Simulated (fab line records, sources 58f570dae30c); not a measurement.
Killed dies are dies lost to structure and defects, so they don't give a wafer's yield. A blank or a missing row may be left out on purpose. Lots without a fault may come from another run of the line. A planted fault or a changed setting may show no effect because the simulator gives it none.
Tool commonality check | flow berkeley_cmos170 | 14 lots, 42 wafers sampled

WHY IT WAS OPENED
At UCB170_V1_THK_MEAS_04 the reading V1_POLISHED_THK is flagged on 2 of 14 lots. Wafers without a fault read 1000.5 nm, standard deviation 1.2.
Rule: a lot is flagged when every wafer of it that has a number lies more than 4 standard deviations from that mean, or none has a number. The other lots count as sound.

lot  | measured     | on            | V1_POLISHED_THK (nm), wafer by wafer | flag
L170 | day 8 09:24  | film_metro-01 | 999.3 998.2 999.7                    |
L172 | day 9 00:29  | film_metro-03 | 1000.0 998.9 1000.2                  |
L174 | day 9 17:47  | film_metro-03 | 1000.0 1002.0 1000.2                 |
L173 | day 9 19:02  | film_metro-01 | 1001.1 1002.0 1001.1                 |
L177 | day 9 19:07  | film_metro-04 | 998.8 998.2 998.2                    |
L176 | day 9 20:22  | film_metro-01 | 1001.6 999.3 1002.1                  |
L179 | day 11 01:17 | film_metro-01 | 999.8 1002.6 1001.8                  |
L180 | day 11 01:35 | film_metro-04 | 1000.9 998.7 999.0                   |
L183 | day 11 12:32 | film_metro-04 | 1001.8 1003.4 1000.8                 |
L186 | day 12 09:05 | film_metro-01 | 1989.0 1975.1 2011.5                 | FLAGGED
L191 | day 12 23:13 | film_metro-03 | 1001.2 999.7 1001.9                  |
L192 | day 13 00:29 | film_metro-03 | 1000.5 1000.9 1000.1                 |
L190 | day 13 00:30 | film_metro-04 | 2025.3 1975.8 2013.1                 | FLAGGED
L193 | day 13 03:04 | film_metro-01 | 1000.6 1001.4 1000.6                 |
The numbers of the flagged lots are 1998.3 nm on average: +997.8 nm against the usual, or +99 or more standard deviations.

WHICH TOOL RAN EACH LOT
The record holds 2 process steps before the reading, out of a route of 331 steps. In each cell: the tool, then ch and the chambers that the sampled wafers went through, then the start.
lot  | flag    | UCB170_M1_SPUTTER_00         | UCB170_V1_CMP_02
L170 |         | pvd_sputter-04, day 8 04:54  | cmp-02 ch 0,1,2, day 8 08:58
L172 |         | pvd_sputter-01, day 8 20:33  | cmp-01 ch 0,1,3, day 9 00:07
L174 |         | pvd_sputter-01, day 9 13:44  | cmp-01 ch 1,2,3, day 9 17:27
L173 |         | pvd_sputter-04, day 9 13:49  | cmp-02 ch 2,3, day 9 18:40
L177 |         | pvd_sputter-02, day 9 13:54  | cmp-01 ch 2,3, day 9 18:44
L176 |         | pvd_sputter-02, day 9 15:07  | cmp-01 ch 1,3, day 9 19:59
L179 |         | pvd_sputter-01, day 10 07:17 | cmp-01 ch 1,2,3, day 11 00:52
L180 |         | pvd_sputter-01, day 10 16:26 | cmp-01 ch 0,2,3, day 11 01:19
L183 |         | pvd_sputter-01, day 11 06:18 | cmp-02 ch 1,2, day 11 12:08
L186 | FLAGGED | pvd_sputter-04, day 12 03:37 | cmp-01 ch 0,1,2, day 12 08:46
L191 |         | pvd_sputter-01, day 12 19:10 | cmp-01 ch 0,1,3, day 12 22:48
L192 |         | pvd_sputter-04, day 12 19:09 | cmp-02 ch 0,3, day 13 00:03
L190 | FLAGGED | pvd_sputter-02, day 12 19:18 | cmp-01 ch 0,3, day 13 00:04
L193 |         | pvd_sputter-01, day 12 23:03 | cmp-02 ch 0,1,2, day 13 02:39
What these steps do:
- UCB170_M1_SPUTTER_00: material Al, target thk 600 nm, time 80 s.
- UCB170_V1_CMP_02: polishes SiO2.
- UCB170_V1_THK_MEAS_04

FLAGGED OVER TOTAL, TOOL BY TOOL (the gauges that took the reading come last)
step                  | tool           | lots run | flagged | share of the flagged lots | sound lots run after its first flagged lot
UCB170_M1_SPUTTER_00  | pvd_sputter-01 | 7        | 0       | none                      | -
UCB170_M1_SPUTTER_00  | pvd_sputter-02 | 3        | 1       | some                      | 0
UCB170_M1_SPUTTER_00  | pvd_sputter-04 | 4        | 1       | some                      | 1 (L192)
UCB170_V1_CMP_02      | cmp-01         | 9        | 2       | all                       | 1 (L191)
UCB170_V1_CMP_02      | cmp-02         | 5        | 0       | none                      | -
UCB170_V1_THK_MEAS_04 | film_metro-01  | 6        | 1       | some                      | 1 (L193)
UCB170_V1_THK_MEAS_04 | film_metro-03  | 4        | 0       | none                      | -
UCB170_V1_THK_MEAS_04 | film_metro-04  | 4        | 1       | some                      | 0

WHAT THE TABLE ALLOWS
1 row of the table ran every flagged lot: cmp-01 at UCB170_V1_CMP_02.
- cmp-01 at UCB170_V1_CMP_02: 2 of its 9 lots flagged. Sound lots ran on it after the first flagged one (L191), which a lasting fault on the whole tool wouldn't allow. On the flagged lots its readings are blank where sound lots have values: edge_zone_pressure_frac, head_pressure_psi, motor_current_A.
No row of the table ran every flagged lot and no sound lot after the first.

WHAT THE SIMULATOR HAD PUT IN
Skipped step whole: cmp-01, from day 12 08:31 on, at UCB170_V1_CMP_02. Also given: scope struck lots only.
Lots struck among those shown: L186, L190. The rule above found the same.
